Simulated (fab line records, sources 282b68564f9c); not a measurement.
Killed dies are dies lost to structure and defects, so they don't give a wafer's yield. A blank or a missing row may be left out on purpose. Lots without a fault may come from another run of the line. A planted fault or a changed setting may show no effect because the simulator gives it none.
fab line records | flow rit_cmos
record lots=5 wafers=23
route steps=202 shown SILICIDE@162 CONTACT@168 M1@184
start_h: hours from the record's first day to the start of the lot's first wafer shown | wait_h: hours since the lot's step before | " the same as in the row above | L1.1+2: a row that stands for several wafers | - no value, or no start given | * or withheld: withheld | < > ~ a bound
route shown NAME@n: a module of which the file shows steps, and the number in the route of the first | usual: mean/standard deviation of fault-free wafers | same: alike in all rows | chamber/n: place in a boat | sites: the reading at each site | _std_site: their standard deviation | _edge_site: outer sites' mean less inner sites' | radius_mm: how far each site lies from the wafer's centre | mask NAME#n: copy n | behind: the tool/chamber that last shaped the wafer | hold: why the lot was held/for how many hours/how that ended | device: the transistor (n, p or np) that didn't switch | end of line: the same wafers' tests at the end of the route | a step without rows: its recipe alone | killed: dies lost to structure and defects at the first sort, not the wafer's yield | map: a wafer's dies, x killed, . not, _ none there
set.NAME: the setting as run; set.NAME@STEP: as run at that earlier step | model.NAME: the simulator's own value behind a step, which no gauge read
lots whose settings were changed on purpose; a table a step, a row a wafer
## steps
# step RIT_SILICIDE_SPUTTER_01
# recipe material=Ti target_thk_nm=30 power_w=350 chamber_pressure_pa=0.667 gas=Ar time_s=240 substrate_temp_c=25
# columns lot.wafer tool chamber start_h wait_h set.time_s model.Ti_of_SILICIDE_SPUTTER_01.thk_nm
L076.1 pvd_sputter-02 - 61.49 0.0 254.2 31.99
L076.2 " - " " 240 30.24
L076.3 " - " " 240 29.66
L076.4 " - " " 240 29.58
L076.6 " - " " 254.2 31.81
L079.1 pvd_sputter-04 - 75.05 0.0 240 29.81
L079.3 " - " " 240 30.09
L079.4 " - " " 240 29.75
L079.5 " - " " 240 30.23
L079.6 " - " " 240 30.08
L080.1 pvd_sputter-02 - 80.83 0.0 240 29.62
L080.2 " - " " 240 30
L080.6 " - " " 240 30.06
L082.1 pvd_sputter-02 - 90.31 0.0 240 30.03
L082.2 " - " " 218.6 27.66
L082.3 " - " " 240 30.16
L082.4 " - " " 218.6 27.6
L082.6 " - " " 218.6 27.45
L085.1 pvd_sputter-04 - 104.30 0.0 240 29.94
L085.2 " - " " 273.5 34.13
L085.3 " - " " 273.5 34.05
L085.4 " - " " 240 29.25
L085.6 " - " " 240 30.06
# step RIT_SILICIDE_RS_MEAS_02
# recipe thk_meas_gauge=four-point-probe reads=Ti_of_SILICIDE_SPUTTER_01
# usual SILICIDE_TI_RS=47.8/0.77
# columns lot.wafer tool chamber start_h wait_h set.time_s@SILICIDE_SPUTTER_01 SILICIDE_TI_RS[ohm/sq]
L076.1 film_metro-03 - 61.64 0.1 254.2 44.2
L076.2 " - " " 240 47.3
L076.3 " - " " 240 48.5
L076.4 " - " " 240 48.8
L076.6 " - " " 254.2 44.3
L079.1 film_metro-02 - 75.20 0.1 240 48.3
L079.3 " - " " 240 47.7
L079.4 " - " " 240 48.5
L079.5 " - " " 240 47.4
L079.6 " - " " 240 47.8
L080.1 film_metro-03 - 80.98 0.1 240 48.6
L080.2 " - " " 240 47.9
L080.6 " - " " 240 47.8
L082.1 film_metro-01 - 90.46 0.1 240 47.8
L082.2 " - " " 218.6 52.9
L082.3 " - " " 240 47.5
L082.4 " - " " 218.6 53.2
L082.6 " - " " 218.6 53.6
L085.1 film_metro-02 - 104.45 0.1 240 48.0
L085.2 " - " " 273.5 40.8
L085.3 " - " " 273.5 40.9
L085.4 " - " " 240 49.3
L085.6 " - " " 240 47.7
# step RIT_SILICIDE_THK_MEAS_03
# recipe thk_meas_gauge=xrf reads=Ti_of_SILICIDE_SPUTTER_01
# usual SILICIDE_TI_THK=29.9/0.38
# columns lot.wafer tool chamber start_h wait_h set.time_s@SILICIDE_SPUTTER_01 SILICIDE_TI_THK[nm]
L076.1 film_metro-03 - 61.76 0.1 254.2 31.9
L076.2 " - " " 240 30.0
L076.3 " - " " 240 29.5
L076.4 " - " " 240 29.4
L076.6 " - " " 254.2 31.5
L079.1 film_metro-02 - 75.32 0.1 240 29.7
L079.3 " - " " 240 30.2
L079.4 " - " " 240 29.7
L079.5 " - " " 240 30.2
L079.6 " - " " 240 30.0
L080.1 film_metro-03 - 81.10 0.1 240 29.5
L080.2 " - " " 240 29.9
L080.6 " - " " 240 30.0
L082.1 film_metro-01 - 90.58 0.1 240 29.9
L082.2 " - " " 218.6 27.5
L082.3 " - " " 240 30.0
L082.4 " - " " 218.6 27.5
L082.6 " - " " 218.6 27.3
L085.1 film_metro-02 - 104.57 0.1 240 29.8
L085.2 " - " " 273.5 34.0
L085.3 " - " " 273.5 33.8
L085.4 " - " " 240 29.2
L085.6 " - " " 240 29.8
# step RIT_CONTACT_CVD_00
# recipe material=SiO2 target_thk_nm=400 precursor=TEOS temp_c=390 time_s=61 rf_w=400
# columns lot.wafer tool chamber start_h wait_h set.time_s model.SiO2_of_CONTACT_CVD_00.thk_nm
L076.1+2 pecvd-02 1,2 62.00 0.1 61 -
L076.3 " 0 " " 53.56 350.2
L076.4 " 1 " " 53.56 356.9
L076.6 " 2 " " 61 406.8
L079.1 pecvd-02 2 75.62 0.1 57.29 377.7
L079.3+5 " 1,0 " " 57.29 -
L079.4 " 1 " " 61 -
L079.6 " 2 " " 61 405.5
L080.1 pecvd-04 2 81.33 0.1 61 400.2
L080.2+6 " 0,2 " " 61 403.3
L082.1 pecvd-02 2 90.82 0.1 64.21 416.8
L082.2 " 0 " " 64.21 420.3
L082.3 " 1 " " 61 401.7
L082.4+6 " 0,2 " " 61 -
L085.1 pecvd-02 2 104.81 0.1 61 397
L085.2 " 0 " " 61 397.1
L085.3+4+6 " 1,2,0 " " 61 -
# step RIT_CONTACT_THK_MEAS_01
# recipe reads=SiO2_of_CONTACT_CVD_00
# usual CONTACT_TEOS_THK=404/3.9
# columns lot.wafer tool chamber start_h wait_h set.time_s@CONTACT_CVD_00 CONTACT_TEOS_THK[nm]
L076.1 film_metro-04 - 62.05 0.0 61 401
L076.2 " - " " 61 403
L076.3 " - " " 53.56 350
L076.4 " - " " 53.56 357
L076.6 " - " " 61 407
L079.1 film_metro-04 - 75.68 0.0 57.29 378
L079.3 " - " " 57.29 377
L079.4 " - " " 61 412
L079.5 " - " " 57.29 378
L079.6 " - " " 61 405
L080.1 film_metro-01 - 81.39 0.0 61 400
L080.2 " - " " 61 403
L080.6 " - " " 61 403
L082.1 film_metro-04 - 90.87 0.0 64.21 417
L082.2 " - " " 64.21 420
L082.3 " - " " 61 401
L082.4 " - " " 61 403
L082.6 " - " " 61 406
L085.1 film_metro-01 - 104.86 0.0 61 397
L085.2 " - " " 61 397
L085.3 " - " " 61 403
L085.4 " - " " 61 407
L085.6 " - " " 61 404
# step RIT_CONTACT_HMDS_02
# recipe prime_time_s=60 prime_temp_c=140
# step RIT_CONTACT_COAT_03
# recipe resist=NOVOLAK spin_rpm=3250 resist_thk_nm=1000
# step RIT_CONTACT_HARDBAKE_10
# recipe resist=NOVOLAK temp_c=140 time_s=60
# step RIT_CONTACT_ETCH_11
# recipe target_depth_a=4800 over_etch_frac=0.2 stop_on=TiSi2 chemistry=CHF3/CF4/Ar target=SiO2 CHF3_flow_sccm=50 cf4_flow_sccm=10 Ar_flow_sccm=100 O2_flow_sccm=5 pressure_mtorr=100 rf_w=200 time_s=320
# columns lot.wafer tool chamber start_h wait_h set.time_s@CONTACT_CVD_00 model.etch.depth_nm model.CONTACT.feature_depth_nm
L076.1 rie_diel-02 1 63.51 0.1 61 - 401.2
L076.2 " 3 " " 61 - 402.7
L076.3 " 0 " " 53.56 350.2 350.2
L076.4 " 2 " " 53.56 356.9 356.9
L076.6 " 2 " " 61 406.8 406.8
L079.1 rie_diel-03 0 77.13 0.1 57.29 377.7 377.7
L079.3 " 3 " " 57.29 - 376.8
L079.4 " 1 " " 61 - 411.2
L079.5 " 3 " " 57.29 - 378.6
L079.6 " 0 " " 61 405.5 405.5
L080.1 rie_diel-03 2 82.91 0.1 61 400.2 400.2
L080.2+6 " 0,3 " " 61 403.3 403.3
L082.1 rie_diel-02 0 92.33 0.1 64.21 416.8 416.8
L082.2 " 1 " " 64.21 420.3 420.3
L082.3 " 2 " " 61 401.7 401.7
L082.4 " 3 " " 61 - 402.7
L082.6 " 0 " " 61 - 405.8
L085.1 rie_diel-01 3 106.65 0.1 61 397 397
L085.2 " 2 " " 61 397.1 397.1
L085.3 " 1 " " 61 - 403.3
L085.4 " 0 " " 61 - 406.6
L085.6 " 0 " " 61 - 404.1
# step RIT_M1_SPUTTER_00
# recipe material=Al target_thk_nm=400 power_w=2000 chamber_pressure_pa=0.4 gas=Ar time_s=500 substrate_temp_c=25
# columns lot.wafer tool chamber start_h wait_h set.time_s model.Al_of_M1_SPUTTER_00.thk_nm
L076.1 pvd_sputter-01 - 64.35 0.0 447.8 360.4
L076.2 " - " " 447.8 363.7
L076.3 " - " " 500 400.9
L076.4 " - " " 500 404
L076.6 " - " " 500 403.6
L079.1 pvd_sputter-03 - 78.02 0.0 500 393.8
L079.3 " - " " 540.2 426
L079.4 " - " " 540.2 427.9
L079.5 " - " " 540.2 425.3
L079.6 " - " " 500 392.2
L080.1 pvd_sputter-01 - 83.80 0.0 500 394.5
L080.2 " - " " 500 401
L080.6 " - " " 500 406
L082.1+2 pvd_sputter-01 - 93.18 0.0 500 399.5
L082.3 " - " " 500 394.2
L082.4 " - " " 436.6 348.3
L082.6 " - " " 436.6 343.1
L085.1 pvd_sputter-03 - 107.49 0.0 500 394.2
L085.2 " - " " 500 390.8
L085.3 " - " " 466.7 368.8
L085.4 " - " " 466.7 367.6
L085.6 " - " " 466.7 363.9
# step RIT_M1_RS_MEAS_01
# recipe thk_meas_gauge=four-point-probe reads=Al_of_M1_SPUTTER_00
# usual M1_AL_RS=0.0738/0.00074
# columns lot.wafer tool chamber start_h wait_h set.time_s@M1_SPUTTER_00 M1_AL_RS[ohm/sq]
L076.1 film_metro-03 - 64.64 0.1 447.8 0.0817
L076.2 " - " " 447.8 0.0809
L076.3 " - " " 500 0.0733
L076.4 " - " " 500 0.0725
L076.6 " - " " 500 0.0726
L079.1 film_metro-04 - 78.32 0.1 500 0.0747
L079.3 " - " " 540.2 0.0687
L079.4 " - " " 540.2 0.0685
L079.5 " - " " 540.2 0.0690
L079.6 " - " " 500 0.0748
L080.1 film_metro-03 - 84.10 0.1 500 0.0744
L080.2 " - " " 500 0.0732
L080.6 " - " " 500 0.0723
L082.1 film_metro-03 - 93.48 0.1 500 0.0733
L082.2 " - " " 500 0.0735
L082.3 " - " " 500 0.0746
L082.4 " - " " 436.6 0.0844
L082.6 " - " " 436.6 0.0861
L085.1 film_metro-03 - 107.79 0.1 500 0.0744
L085.2 " - " " 500 0.0750
L085.3 " - " " 466.7 0.0796
L085.4 " - " " 466.7 0.0801
L085.6 " - " " 466.7 0.0807
# step RIT_M1_THK_MEAS_02
# recipe thk_meas_gauge=xrf reads=Al_of_M1_SPUTTER_00
# usual M1_AL_THK=400/3.9
# columns lot.wafer tool chamber start_h wait_h set.time_s@M1_SPUTTER_00 M1_AL_THK[nm]
L076.1 film_metro-03 - 64.76 0.1 447.8 362
L076.2 " - " " 447.8 363
L076.3 " - " " 500 404
L076.4 " - " " 500 407
L076.6 " - " " 500 406
L079.1 film_metro-04 - 78.44 0.1 500 399
L079.3 " - " " 540.2 431
L079.4 " - " " 540.2 435
L079.5 " - " " 540.2 430
L079.6 " - " " 500 395
L080.1 film_metro-03 - 84.22 0.1 500 396
L080.2 " - " " 500 403
L080.6 " - " " 500 406
L082.1 film_metro-03 - 93.60 0.1 500 401
L082.2 " - " " 500 400
L082.3 " - " " 500 396
L082.4 " - " " 436.6 351
L082.6 " - " " 436.6 345
L085.1 film_metro-03 - 107.91 0.1 500 398
L085.2 " - " " 500 392
L085.3 " - " " 466.7 372
L085.4 " - " " 466.7 370
L085.6 " - " " 466.7 365
# step RIT_M1_COAT_04
# recipe resist=NOVOLAK spin_rpm=2000 resist_thk_nm=1300
# columns lot.wafer tool chamber start_h wait_h set.resist_thk_nm model.NOVOLAK_of_M1_COAT_04.thk_nm
L076.1 litho_track-02 0 64.97 0.1 1300 -
L076.2 " 0 " " 1351 -
L076.3 " 0 " " 1351 1354
L076.4 " 0 " " 1300 1303
L076.6 " 0 " " 1300 1302
L079.1 litho_track-03 0 78.65 0.1 1259 1259
L079.3+4 " 0 " " 1300 -
L079.5 " 0 " " 1259 -
L079.6 " 0 " " 1300 1300
L080.1+6 litho_track-04 0 84.43 0.1 1300 1305
L080.2 " 0 " " 1300 1303
L082.1 litho_track-02 0 93.81 0.1 1300 1304
L082.2 " 0 " " 1268 1270
L082.3 " 0 " " 1268 1267
L082.4+6 " 0 " " 1300 -
L085.1+2 litho_track-03 0 108.12 0.1 1300 1305
L085.3+4 " 0 " " 1332 -
L085.6 " 0 " " 1300 -
# step RIT_M1_SOFTBAKE_05
# recipe resist=NOVOLAK temp_c=90 time_s=60
# step RIT_M1_EXPOSE_06
# recipe mask_id=M12 na=0.6 source_shape=conventional sigma_outer=0.5 target_cd_nm=2600 dose_mj=250
# step RIT_M1_PEB_07
# recipe resist=NOVOLAK temp_c=withheld time_s=withheld
# step RIT_M1_DEVELOP_08
# recipe resist=NOVOLAK develop_time_s=68 dev_temp_c=23
# step RIT_M1_CD_MEAS_09
# recipe target_cd_nm=2600
# usual cd_nm=2600.6/2.2
# columns lot.wafer tool chamber start_h wait_h set.resist_thk_nm@M1_COAT_04 cd_nm
L076.1 cd_sem-02 - 65.70 - 1300 2598.7
L076.2 " - " " 1351 2601.7
L076.3 " - " " 1351 2603.3
L076.4 " - " " 1300 2599.1
L076.6 " - " " 1300 2598.0
L079.1 cd_sem-01 - 79.50 - 1259 2594.6
L079.3 " - " " 1300 2602.4
L079.4 " - " " 1300 2600.4
L079.5 " - " " 1259 2597.7
L079.6 " - " " 1300 2599.6
L080.1 cd_sem-02 - 85.16 - 1300 2606.2
L080.2 " - " " 1300 2604.3
L080.6 " - " " 1300 2605.3
L082.1 cd_sem-01 - 94.71 - 1300 2600.1
L082.2 " - " " 1268 2598.5
L082.3 " - " " 1268 2597.5
L082.4 " - " " 1300 2601.3
L082.6 " - " " 1300 2600.5
L085.1 cd_sem-02 - 108.85 - 1300 2600.6
L085.2 " - " " 1300 2599.4
L085.3 " - " " 1332 2603.4
L085.4 " - " " 1332 2602.2
L085.6 " - " " 1300 2602.1
# step RIT_M1_HARDBAKE_11
# recipe resist=NOVOLAK temp_c=140 time_s=120
# columns lot.wafer tool chamber start_h wait_h set.resist_thk_nm@M1_COAT_04 model.NOVOLAK_of_M1_COAT_04.thk_nm
L076.1 litho_track-02 0 65.86 0.0 1300 -
L076.2 " 0 " " 1351 -
L076.3 " 0 " " 1351 1184
L076.4 " 0 " " 1300 1140
L076.6 " 0 " " 1300 1139
L079.1 litho_track-02 0 79.66 0.0 1259 1102
L079.3+4 " 0 " " 1300 -
L079.5 " 0 " " 1259 -
L079.6 " 0 " " 1300 1137
L080.1+6 litho_track-03 0 85.31 0.0 1300 1141
L080.2 " 0 " " 1300 1140
L082.1 litho_track-04 0 94.87 0.0 1300 1140
L082.2 " 0 " " 1268 1111
L082.3 " 0 " " 1268 1109
L082.4+6 " 0 " " 1300 -
L085.1+2 litho_track-03 0 109.00 0.0 1300 1141
L085.3+4 " 0 " " 1332 -
L085.6 " 0 " " 1300 -
# step RIT_M1_METAL_ETCH_12
# recipe stop_on=SiO2 chemistry=Cl2/BCl3 target=Al time_s=165 over_etch_frac=0.5 pressure_mtorr=100 target_depth_a=6000 rf_w=250 Cl2_flow_sccm=60 bcl3_flow_sccm=50
# columns lot.wafer tool chamber start_h wait_h set.time_s set.time_s@CONTACT_CVD_00 set.resist_thk_nm@M1_COAT_04 model.SiO2_of_CONTACT_CVD_00.thk_nm model.NOVOLAK_of_M1_COAT_04.thk_nm
L076.1 rie_metal-03 0 66.11 0.2 141.5 61 1300 - -
L076.2 " 1 " " 165 61 1351 - -
L076.3 " 0 " " 141.5 53.56 1351 317.3 892.7
L076.4 " 1 " " 141.5 53.56 1300 323.8 845.3
L076.6 " 0 " " 165 61 1300 369.1 798.5
L079.1 rie_metal-03 0 79.91 0.2 165 57.29 1259 340.1 762.4
L079.3 " 0 " " 143.5 57.29 1300 - -
L079.4 " 1 " " 165 61 1300 - -
L079.5 " 0 " " 143.5 57.29 1259 - -
L079.6 " 1 " " 143.5 61 1300 372.2 841.5
L080.1 rie_metal-02 1 85.56 0.2 165 61 1300 362.7 801.8
L080.2 " 0 " " 165 61 1300 365.5 801.9
L080.6 " 1 " " 165 61 1300 365.8 804.4
L082.1 rie_metal-03 1 95.12 0.2 188.3 64.21 1300 374.3 751.2
L082.2 " 0 " " 188.3 64.21 1268 378 723.8
L082.3 " 1 " " 165 61 1268 364.3 770.6
L082.4 " 0 " " 165 61 1300 - -
L082.6 " 0 " " 188.3 61 1300 - -
L085.1 rie_metal-03 1 109.25 0.2 172.2 61 1300 358 786.7
L085.2 " 0 " " 165 61 1300 359.7 802.9
L085.3 " 1 " " 172.2 61 1332 - -
L085.4 " 0 " " 165 61 1332 - -
L085.6 " 0 " " 172.2 61 1300 - -
## key
split step=RIT_SILICIDE_SPUTTER_01 setting=time_s stated=240 by=wafer
response step=RIT_SILICIDE_SPUTTER_01 reading=model.Ti_of_SILICIDE_SPUTTER_01.thk_nm change=+0.308 per=1% r=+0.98
response step=RIT_SILICIDE_RS_MEAS_02 reading=SILICIDE_TI_RS change=-0.577 per=1% r=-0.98
response step=RIT_SILICIDE_THK_MEAS_03 reading=SILICIDE_TI_THK change=+0.304 per=1% r=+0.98
split step=RIT_CONTACT_CVD_00 setting=time_s stated=61 by=wafer
response step=RIT_CONTACT_CVD_00 reading=model.SiO2_of_CONTACT_CVD_00.thk_nm change=+4.24 per=1% r=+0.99
response step=RIT_CONTACT_THK_MEAS_01 reading=CONTACT_TEOS_THK change=+4.11 per=1% r=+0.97
response step=RIT_CONTACT_ETCH_11 reading=model.etch.depth_nm change=+4.24 per=1% r=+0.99
response step=RIT_CONTACT_ETCH_11 reading=model.CONTACT.feature_depth_nm change=+4.1 per=1% r=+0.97
response step=RIT_M1_METAL_ETCH_12 reading=model.SiO2_of_CONTACT_CVD_00.thk_nm change=+3.92 per=1% r=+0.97
split step=RIT_M1_SPUTTER_00 setting=time_s stated=500 by=wafer
response step=RIT_M1_SPUTTER_00 reading=model.Al_of_M1_SPUTTER_00.thk_nm change=+4.03 per=1% r=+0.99
response step=RIT_M1_RS_MEAS_01 reading=M1_AL_RS change=-0.000842 per=1% r=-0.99
response step=RIT_M1_THK_MEAS_02 reading=M1_AL_THK change=+4.07 per=1% r=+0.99
split step=RIT_M1_COAT_04 setting=resist_thk_nm stated=1300 by=wafer
response step=RIT_M1_COAT_04 reading=model.NOVOLAK_of_M1_COAT_04.thk_nm change=+13.4 per=1% r=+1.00
response step=RIT_M1_CD_MEAS_09 reading=cd_nm change=+1.11 per=1% r=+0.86
response step=RIT_M1_HARDBAKE_11 reading=model.NOVOLAK_of_M1_COAT_04.thk_nm change=+11.5 per=1% r=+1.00
response step=RIT_M1_METAL_ETCH_12 reading=model.NOVOLAK_of_M1_COAT_04.thk_nm slope=+11.6 per=1% together_with=time_s@M1_METAL_ETCH_12 explained=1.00
split step=RIT_M1_METAL_ETCH_12 setting=time_s stated=165 by=wafer
response step=RIT_M1_METAL_ETCH_12 reading=model.NOVOLAK_of_M1_COAT_04.thk_nm change=-4.22 per=1% r=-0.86
